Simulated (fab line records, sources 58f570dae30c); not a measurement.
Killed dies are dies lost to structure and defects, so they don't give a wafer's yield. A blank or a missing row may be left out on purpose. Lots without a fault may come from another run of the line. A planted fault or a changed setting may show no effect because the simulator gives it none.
One fault seen from 2 desks | flow berkeley_cmos170 | each desk has only its own numbers; what lay behind them comes last

THE TOOL OWNER'S DESK: implanter-02
The tool's own readings at UCB170_NSD_IMPLANT_08: means of the sampled wafers that have a number, for each lot that ran on this tool. A lot is out of limits, marked OUT, if its mean lies more than 4 standard deviations from the usual mean; the brackets give that distance.
Columns: A = beam_on_s at UCB170_NSD_IMPLANT_08, usual 9.99 s; B = faraday_current_uA at UCB170_NSD_IMPLANT_08, usual 9140; C = tilt_deg at UCB170_NSD_IMPLANT_08, usual 6.998 degrees
lot  | first seen here | A              | B               | C
L188 | day 7 14:29     | 9.91           | 9218            | 6.982
L190 | day 7 22:38     | 9.88           | 9220            | 6.991
L196 | day 9 00:53     | 10.04          | 9098            | 6.993
L204 | day 10 17:49    | 7.69 (-10) OUT | 11903 (+15) OUT | 6.989
L205 | day 11 15:56    | 7.58 (-11) OUT | 12031 (+15) OUT | 6.988
This desk's finding: out of limits on L204, L205; first on L204, day 10 17:49 (beam_on_s at UCB170_NSD_IMPLANT_08). In limits: L188, L190, L196.

THE METROLOGY DESK
What the gauges read, lot by lot, whatever tool the lot ran on: means of the sampled wafers that have a number. A lot is out of limits, marked OUT, if its mean lies more than 4 standard deviations from the usual mean; the brackets give that distance.
Columns: A = PWELL_TW at UCB170_PWELL_TW_MEAS_17, usual 379.3; B = cd_nm at UCB170_ACTIVE_CD_MEAS_13, usual 1199.6 nm; C = cd_nm at UCB170_PSD_CD_MEAS_06, usual 1199.3 nm; D = NSD_TW at UCB170_NSD_TW_MEAS_10, usual 4177; E = NSD_RS at UCB170_SDANNEAL_RS_MEAS_03, usual 37.52 ohm/sq
lot  | first seen here | A     | B      | C      | D               | E
L187 | day 3 06:44     | 378.8 | 1198.9 | 1198.1 | 4202            | 37.62
L188 | day 3 14:32     | 379.8 | 1198.2 | 1200.0 | 4187            | 37.43
L191 | day 4 04:10     | 379.9 | 1201.2 | 1198.3 | 4158            | 37.44
L190 | day 4 04:31     | 378.6 | 1198.6 | 1197.8 | 4183            | 37.57
L193 | day 4 12:19     | 378.8 | 1199.7 | 1197.7 | 4142            | 37.50
L195 | day 5 06:37     | 379.4 | 1199.2 | 1198.6 | 4172            | 37.42
L196 | day 5 07:21     | 377.6 | 1201.3 | 1200.9 | 4189            | 37.46
L200 | day 5 20:45     | 378.7 | 1199.6 | 1198.7 | 4166            | 37.36
L202 | day 6 14:08     | 380.8 | 1198.1 | 1200.0 | 4181            | 37.58
L204 | day 6 21:32     | 378.3 | 1198.2 | 1200.8 | 4062 (-6.4) OUT | 43.50 (+66) OUT
L205 | day 7 09:35     | 378.6 | 1201.5 | 1197.6 | 4050 (-7.0) OUT | 43.04 (+61) OUT
L207 | day 7 15:52     | 375.7 | 1200.0 | 1200.2 | 4191            | 37.55
L209 | day 7 16:08     | 378.9 | 1199.0 | 1200.8 | 4164            | 37.51
L208 | day 8 04:09     | 378.1 | 1200.5 | 1199.6 | 4169            | 37.43
This desk's finding: out of limits on L204, L205; first on L204, day 10 18:04 (NSD_TW at UCB170_NSD_TW_MEAS_10). In limits: L187, L188, L191, L190, L193, L195, L196, L200, L202, L207, L209, L208.

PUT TOGETHER
The tool owner's desk could have raised an alarm at day 10 17:49, on L204, L205.
The metrology desk could have raised an alarm at day 10 18:04, on L204, L205.
Of the lots named, all ran UCB170_NSD_IMPLANT_08 on implanter-02.

WHAT THE SIMULATOR HAD PUT IN
Process parameter drift: implanter-02, from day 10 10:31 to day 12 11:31, at UCB170_NSD_IMPLANT_08. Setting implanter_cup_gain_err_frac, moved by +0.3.
Lots struck among those shown: L204, L205.
Hours from the fault's start to each desk's first reading out of limits: the tool owner's desk, 7; the metrology desk, 8.
